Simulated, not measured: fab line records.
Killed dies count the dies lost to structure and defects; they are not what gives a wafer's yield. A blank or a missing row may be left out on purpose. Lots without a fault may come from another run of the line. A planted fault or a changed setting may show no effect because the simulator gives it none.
Comparing a struck lot with a sound one | flow rit-cmos | 14 out of 202 route steps
Sound: wafers L523.1, L523.3, L523.4. The struck wafers were L529.3, L529.5, L529.6. The cause is named last.
Each step with rows lists, per side, the tool, then ch with its chambers, then its first start. Under that, the readings that differ: sound wafers | struck wafers | difference of the means | sigmas: that difference in standard deviations of wafers without a fault.
alike: words and numbers the same on both sides, and readings whose means are apart by under 2 such deviations; not compared: readings that were withheld, readings missing a value for some wafer, numbers with overlapping values and no deviation given by the record, and bounds like >300 which may hide the same value.
The two part at a step that has a row with sigmas, a row that says differs or no value, or rows on one side only. Non-overlapping numbers with no deviation appear without sigmas and do not part them. A reading that every wafer of one side lacks parts them only if that side has two wafers or more.

RIT_SILICIDE_RS_MEAS_02: measurement is done with a four-point probe.
  sound on film-metro-03, day 4 02:59; struck on film-metro-01, day 5 08:34
  alike: SILICIDE_TI_RS
RIT_SILICIDE_THK_MEAS_03: measures by xrf.
  sound on film-metro-03, day 4 03:07; struck on film-metro-01, day 5 08:40
  alike: SILICIDE_TI_THK
RIT_SILICIDE_RTA_04: time 10 s, ramp up 5 s, ramp down 5 s.
  sound on rtp-anneal-02 ch 0, day 4 03:10; struck on rtp-anneal-02 ch 0, day 5 08:44
  alike: wafer_temp_C_max
then, 1 step without rows for these wafers: RIT_SILICIDE_WET_ETCH_05 (etches Ti in SPM, time 120 s).
RIT_SILICIDE_RTA_06: time 10 s, ramp up 5 s, ramp down 10 s.
  sound on rtp-anneal-01 ch 0, day 4 03:16; struck on rtp-anneal-01 ch 0, day 5 08:52
  alike: wafer_temp_C_max
RIT_CONTACT_CVD_00: deposits SiO2 from TEOS, target thk 400 nm, time 61 s.
  sound on pecvd-02 ch 0,1, day 4 03:20; struck on pecvd-03 ch 0,1,2, day 5 08:54
  alike: heater-power-w, susceptor-temp-C
RIT_CONTACT_THK_MEAS_01:
  sound on film-metro-02, day 4 03:23; struck on film-metro-03, day 5 08:58
  alike: CONTACT_TEOS_THK
then, 5 steps without rows for these wafers: RIT_CONTACT_HMDS_02 (prime time 60 s); RIT_CONTACT_COAT_03 (resist thk 1000 nm); RIT_CONTACT_SOFTBAKE_04 (time 60 s); RIT_CONTACT_EXPOSE_05 (exposes mask M11, target cd 1000 nm); RIT_CONTACT_PEB_06.
RIT_CONTACT_DEVELOP_07: develop time 120 s.
  sound on litho-track-03 ch 0, day 4 04:00; struck on litho-track-01, day 5 09:00
  no value came back on the struck wafers for chill-plate-temp-C (C), develop-time-s (s), resist-line-temp-C (C); on the sound wafers chill-plate-temp-C (C) reads 22.96 23.01 22.92
RIT_CONTACT_CD_MEAS_08: target cd 1000 nm.
  sound on cd-sem-01, day 4 04:25; struck on cd-sem-02, day 5 10:08
  reading    | sound              | struck | difference                    | sigmas
  cd-nm (nm) | 999.0 997.5 1000.9 | - - -  | no value on the struck wafers |

== WHERE THEY PART ==
Last at RIT_CONTACT_CD_MEAS_08 as far as this record goes, first at RIT_CONTACT_DEVELOP_07.

WHY: the cause the simulator had injected
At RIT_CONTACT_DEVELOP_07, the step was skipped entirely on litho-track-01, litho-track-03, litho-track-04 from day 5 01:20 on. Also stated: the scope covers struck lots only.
